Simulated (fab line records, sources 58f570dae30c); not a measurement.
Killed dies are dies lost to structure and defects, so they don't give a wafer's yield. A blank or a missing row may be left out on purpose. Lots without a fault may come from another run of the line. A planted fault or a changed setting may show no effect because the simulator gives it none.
Problem report in the 8D (eight disciplines) form, filled by code | flow berkeley_cmos170 | the parts of the form that need people (team, actions taken, sign-off) are left out

1. THE PROBLEM
FIELD_OXIDE_THK at UCB170_FIELD_THK_MEAS_02 reads a mean of 624 nm on 9 wafers of 3 lots; wafers without a fault read 561 nm with a standard deviation of 11. That is +5.7 standard deviations from the usual mean.
First seen on wafer L725.1, day 5 21:41, on film_metro-02. The record holds 45 wafers of 15 lots with a number at this step. Rule for "out", or "out of limits": more than 4 standard deviations from the usual mean. The other wafers with a number count as sound.

2. WHAT IT IS AND WHAT IT IS NOT
question                    | is                           | is not
which readings at this step | FIELD_OXIDE_THK              | -
which lots                  | L725, L726, L727             | L719, L720, L721, L722, L723, L724, L728, L733, L739, L740, L741, L742
which wafers of those lots  | all that have a number       | -
read on which gauges        | film_metro-02, film_metro-04 | film_metro-03
when                        | from day 5 21:41             | up to then (18 sound wafers); but 18 sound wafers of L728, L733, L739, L740, L741, L742 came after

3. SUSPECTS, AND WHAT RULES EACH OUT
Counting: a tool at a process step up to the reading stays a suspect if it ran every lot that is out and no sound lot after the first of them.
- the gauge at UCB170_FIELD_THK_MEAS_02: ruled out. The wafers that are out were read on 2 gauges (film_metro-02, film_metro-04).
- furnace-02 at UCB170_FIELD_OXIDATION_01 (target thk 558.3 nm, ox time 7200 s): kept. It ran every lot that is out, first L725 (day 5 18:41), and no sound lot after that; its last sound lot up to then is L724 (day 5 07:30). Its own readings are out on those wafers: spike_tc_centre_C, spike_tc_load_C, spike_tc_source_C, tube_center_temp_C, tube_center_temp_C_max.
Left after counting: furnace-02 at UCB170_FIELD_OXIDATION_01.

4. THE CAUSE (what the simulator had put in)
Process parameter drift: furnace-02, from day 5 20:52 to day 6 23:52, at UCB170_FIELD_OXIDATION_01. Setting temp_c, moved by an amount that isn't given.
Counting left only this tool.

5. THE CHAIN OF EFFECTS, in route order
Each row: a reading whose mean over the struck wafers that have a number lies more than 3 standard deviations from the usual. Only readings for which the record gives a usual standard deviation are gone through. hours: the time from each lot's start at the first step in this table that gives one to its start at this step, as a median over the lots. sigmas: the change in usual standard deviations.
hours | step                      | reading                | usual    | on struck wafers | change | sigmas
0     | UCB170_FIELD_OXIDATION_01 | spike_tc_centre_C      | 1002.2 C | 1018.2           | +16.0  | +15
0     | UCB170_FIELD_OXIDATION_01 | spike_tc_load_C        | 1026.3 C | 1040.9           | +14.6  | +13
0     | UCB170_FIELD_OXIDATION_01 | spike_tc_source_C      | 1023.5 C | 1041.9           | +18.4  | +7.4
0     | UCB170_FIELD_OXIDATION_01 | tube_center_temp_C     | 1000 C   | 1015             | +15    | +99 or more
0     | UCB170_FIELD_OXIDATION_01 | tube_center_temp_C_max | 1002.6   | 1017.6           | +15.0  | +33
3     | UCB170_FIELD_THK_MEAS_02  | FIELD_OXIDE_THK        | 561 nm   | 624              | +63    | +5.7
9     | UCB170_FIELD_THK_MEAS_90  | FIELD_OXIDE_LEFT_1_THK | 444 nm   | 507              | +63    | +5.7
29    | UCB170_FIELD_THK_MEAS_91  | FIELD_OXIDE_LEFT_2_THK | 356 nm   | 419              | +63    | +5.7
The process steps in it:
- UCB170_FIELD_OXIDATION_01: target thk 558.3 nm, ox time 7200 s.

6. WHAT WOULD HAVE CAUGHT IT SOONER
In this record the first reading out of limits at a measuring or inspecting step was taken at day 5 21:41, 1 hour after the fault began at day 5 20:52.
The tool's own readings at UCB170_FIELD_OXIDATION_01 were out on every struck wafer that the step has a row for (spike_tc_centre_C, spike_tc_load_C, spike_tc_source_C, tube_center_temp_C, tube_center_temp_C_max): an alarm limit on them would have fired on the first of those.
Of the lots that are out (3), L727 began UCB170_FIELD_OXIDATION_01 on furnace-02 after day 5 21:41. A hold on the tool at that time would have spared it.
